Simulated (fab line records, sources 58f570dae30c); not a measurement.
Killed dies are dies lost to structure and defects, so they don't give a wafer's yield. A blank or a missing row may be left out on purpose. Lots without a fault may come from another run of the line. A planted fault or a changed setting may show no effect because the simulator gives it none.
Split-lot experiment | flow berkeley_cmos170 | 5 lots, 23 wafers read, on a route of 331 steps

THE SPLIT
At UCB170_PWELL_OXIDATION_02 (target thk 26.4 nm, ox time 1260 s), the setting temp_c was moved away from the recipe's 1000 C on 15 of the 23 wafers read, by +0.9% to +2.4%. The other wafers ran this setting at the recipe's value.

The file shows no step between the split and the reading.

THE READING
PWELL_OXIDE_THK, in nm, at UCB170_PWELL_THK_MEAS_03. Fault-free wafers of this fab line usually give 26.3 nm, standard deviation 0.55 nm.

wafer  | tool, chamber at the split | temp_c as run, C | against the recipe | PWELL_OXIDE_THK, nm | against lot-mates on the recipe
L075.1 | -, -                       | 1015             | +1.5%              | 30.5                | no lot-mate on the recipe
L075.2 | -, -                       | 1015             | +1.5%              | 30.3                | no lot-mate on the recipe
L075.3 | -, -                       | 1015             | +1.5%              | 29.8                | no lot-mate on the recipe
L075.4 | -, -                       | 1015             | +1.5%              | 30.5                | no lot-mate on the recipe
L075.5 | -, -                       | 1015             | +1.5%              | 30.3                | no lot-mate on the recipe
L080.1 | -, -                       | 1000             | recipe             | 25.4                | -
L080.2 | -, -                       | 1000             | recipe             | 25.6                | -
L080.4 | -, -                       | 1000             | recipe             | 25.4                | -
L080.5 | -, -                       | 1000             | recipe             | 25.7                | -
L080.6 | -, -                       | 1000             | recipe             | 25.8                | -
L081.3 | furnace-02, 0              | 1000             | recipe             | 25.8                | -
L081.5 | furnace-02, 0              | 1000             | recipe             | 25.8                | -
L081.6 | furnace-02, 0              | 1000             | recipe             | 26.5                | -
L083.1 | -, -                       | 1024             | +2.4%              | 33.1                | no lot-mate on the recipe
L083.2 | -, -                       | 1024             | +2.4%              | 32.8                | no lot-mate on the recipe
L083.3 | -, -                       | 1024             | +2.4%              | 32.4                | no lot-mate on the recipe
L083.4 | -, -                       | 1024             | +2.4%              | 32.4                | no lot-mate on the recipe
L083.6 | -, -                       | 1024             | +2.4%              | 32.9                | no lot-mate on the recipe
L084.1 | -, -                       | 1009             | +0.9%              | 29.1                | no lot-mate on the recipe
L084.3 | -, -                       | 1009             | +0.9%              | 29.0                | no lot-mate on the recipe
L084.4 | -, -                       | 1009             | +0.9%              | 29.1                | no lot-mate on the recipe
L084.5 | -, -                       | 1009             | +0.9%              | 29.1                | no lot-mate on the recipe
L084.6 | -, -                       | 1009             | +0.9%              | 29.0                | no lot-mate on the recipe

THE FIT
A straight line over all 23 wafers: PWELL_OXIDE_THK changes by +2.9 nm for each +1% of temp_c; r = +0.99; the points scatter about the line by 0.4 nm.
Too few moved wafers have a lot-mate on the recipe to fit a line with each lot's own level taken away.

THE WHOLE CHAIN: every reading that the file lists as answering this split, in the file's order
step                      | what it does                       | reading                                                                            | change (the file's fit)             | r (the file's)
UCB170_PWELL_OXIDATION_02 | target thk 26.4 nm, ox time 1260 s | SiO2_of_PWELL_OXIDATION_02.thk_nm (the simulator's own value, which no gauge read) | +2.9 nm for each +1% of the setting | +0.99
UCB170_PWELL_THK_MEAS_03  |                                    | PWELL_OXIDE_THK                                                                    | +2.9 for each +1% of the setting    | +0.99

THE FILE'S OWN FIT
PWELL_OXIDE_THK changes by +2.9 nm for each +1% of temp_c, r = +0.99.
